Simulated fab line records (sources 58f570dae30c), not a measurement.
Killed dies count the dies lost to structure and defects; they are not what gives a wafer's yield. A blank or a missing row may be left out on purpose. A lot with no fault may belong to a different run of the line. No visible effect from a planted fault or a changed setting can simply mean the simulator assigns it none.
Which tool is to blame?	flow berkeley cmos170	14 lots with 42 wafers sampled at 3 steps, on a route of 331 steps

== WHAT EACH GAUGE READ, for each wafer ==
UCB170_PVT_OVL_MEAS_06. Usual: for PVT_OVL the level is 0 nm and the standard deviation is 5.1.
lot	measured	on	PVT_OVL (nm)	flag
L843	day 6 10:59	overlay-02	-6 -2 -10	
L844	day 6 18:34	overlay-02	-3 3 -4	
L847	day 7 06:44	overlay-02	1 5 6	
L846	day 7 07:00	overlay-02	-12 0 -4	
L848	day 7 18:54	overlay-02	-8 -5 -5	
L852	day 8 10:58	overlay-02	-3 -1 0	
L851	day 8 11:36	overlay-01	-5 1 2	
L855	day 8 14:59	overlay-02	4 1 5	
L854	day 8 15:03	overlay-01	-2 -1 -3	
L857	day 9 16:03	overlay-02	-6 -4 -8	
L858	day 9 16:20	overlay-01	-3 1 -3	
L862	day 10 16:59	overlay-01	10 10 11	
L864	day 10 17:43	overlay-01	6 -5 -3	
L865	day 11 07:59	overlay-02	-4 -3 -4	

UCB170_GATE_THK_MEAS_05. Usual: for GATE_POLY_THK the level is 215.6 nm and the standard deviation is 1.7.
lot	measured	on	GATE_POLY_THK (nm)	flag
L843	day 7 00:44	film metro-01	213.8 214.1 213.5	
L844	day 7 09:47	film metro-02	216.1 215.5 215.2	
L847	day 7 21:05	film metro-02	216.2 217.9 218.0	
L846	day 7 21:05	film metro-01	215.4 215.6 214.3	
L848	day 8 02:52	film metro-02	217.1 216.0 216.5	
L852	day 8 21:23	film metro-01	212.1 214.5 216.0	
L851	day 8 21:24	film metro-03	216.2 214.8 214.0	
L855	day 9 04:33	film metro-02	214.8 214.4 216.2	
L854	day 9 04:34	film metro-01	214.7 214.7 213.5	
L857	day 10 06:40	film metro-02	218.5 218.4 219.2	
L858	day 10 06:38	film metro-02	213.6 214.9 215.3	
L862	day 11 07:55	film metro-02	215.6 217.4 216.3	
L864	day 11 07:59	film metro-02	215.4 216.8 215.2	
L865	day 11 19:26	film metro-01	214.5 214.5 213.3	

UCB170_GATE_CD_MEAS_90: target cd 350 nm. Usual: cd nm at 350.5 nm, with a standard deviation of 1.5.
lot	measured	on	cd nm (nm)	flag
L843	day 7 02:56	cd sem-02	351.0 354.0 353.5	
L844	day 7 11:10	cd sem-01	351.5 353.0 351.6	
L847	day 7 23:04	cd sem-01	353.0 351.0 352.0	
L846	day 7 22:50	cd sem-02	349.6 349.2 350.4	
L848	day 8 05:51	cd sem-01	350.2 352.1 350.2	
L852	day 8 23:09	cd sem-01	350.2 351.6 351.0	
L851	day 8 23:25	cd sem-02	349.5 349.6 350.4	
L855	day 9 06:11	cd sem-01	351.8 350.4 350.7	
L854	day 9 06:18	cd sem-02	350.9 349.7 349.6	
L857	day 10 08:36	cd sem-02	347.7 348.2 348.0	
L858	day 10 08:14	cd sem-02	349.9 350.5 350.7	
L862	day 11 09:13	cd sem-02	350.2 350.7 349.7	
L864	day 11 10:50	cd sem-01	352.3 351.2 348.9	
L865	day 11 20:59	cd sem-02	349.3 349.6 348.6	

== TOOL THAT RAN EACH LOT (tool first, then ch and the chambers of the sampled wafers, then the start) ==
The record shows no process step preceding these readings.

== AS READ BY THE TOOLS THEMSELVES (means over the sampled wafers that have a number; for cases with no such wafer, the mark the record gives instead) ==
The record holds no such reading with a usual standard deviation.

== THE ANSWER, worked out from the rows above alone ==
Rule: take the mean of a lot's wafers that have a number; if it is more than 3 standard deviations from the usual mean, the lot is off. A lot without any number at a reading at which 4 lots or more have one is off too. Where the step has rows for the other lots, those lots are counted as sound. Order of review: gauges by route order, followed by the tools' own readings, for which a lot's mean as printed above is used. The first step at which some lot is off is used, and at that step the reading that is off furthest; a lot without a number counts as furthest.
Nothing can be told from this: no lot is off at any reading shown.

== WHAT HAD BEEN PUT IN BY THE SIMULATOR ==
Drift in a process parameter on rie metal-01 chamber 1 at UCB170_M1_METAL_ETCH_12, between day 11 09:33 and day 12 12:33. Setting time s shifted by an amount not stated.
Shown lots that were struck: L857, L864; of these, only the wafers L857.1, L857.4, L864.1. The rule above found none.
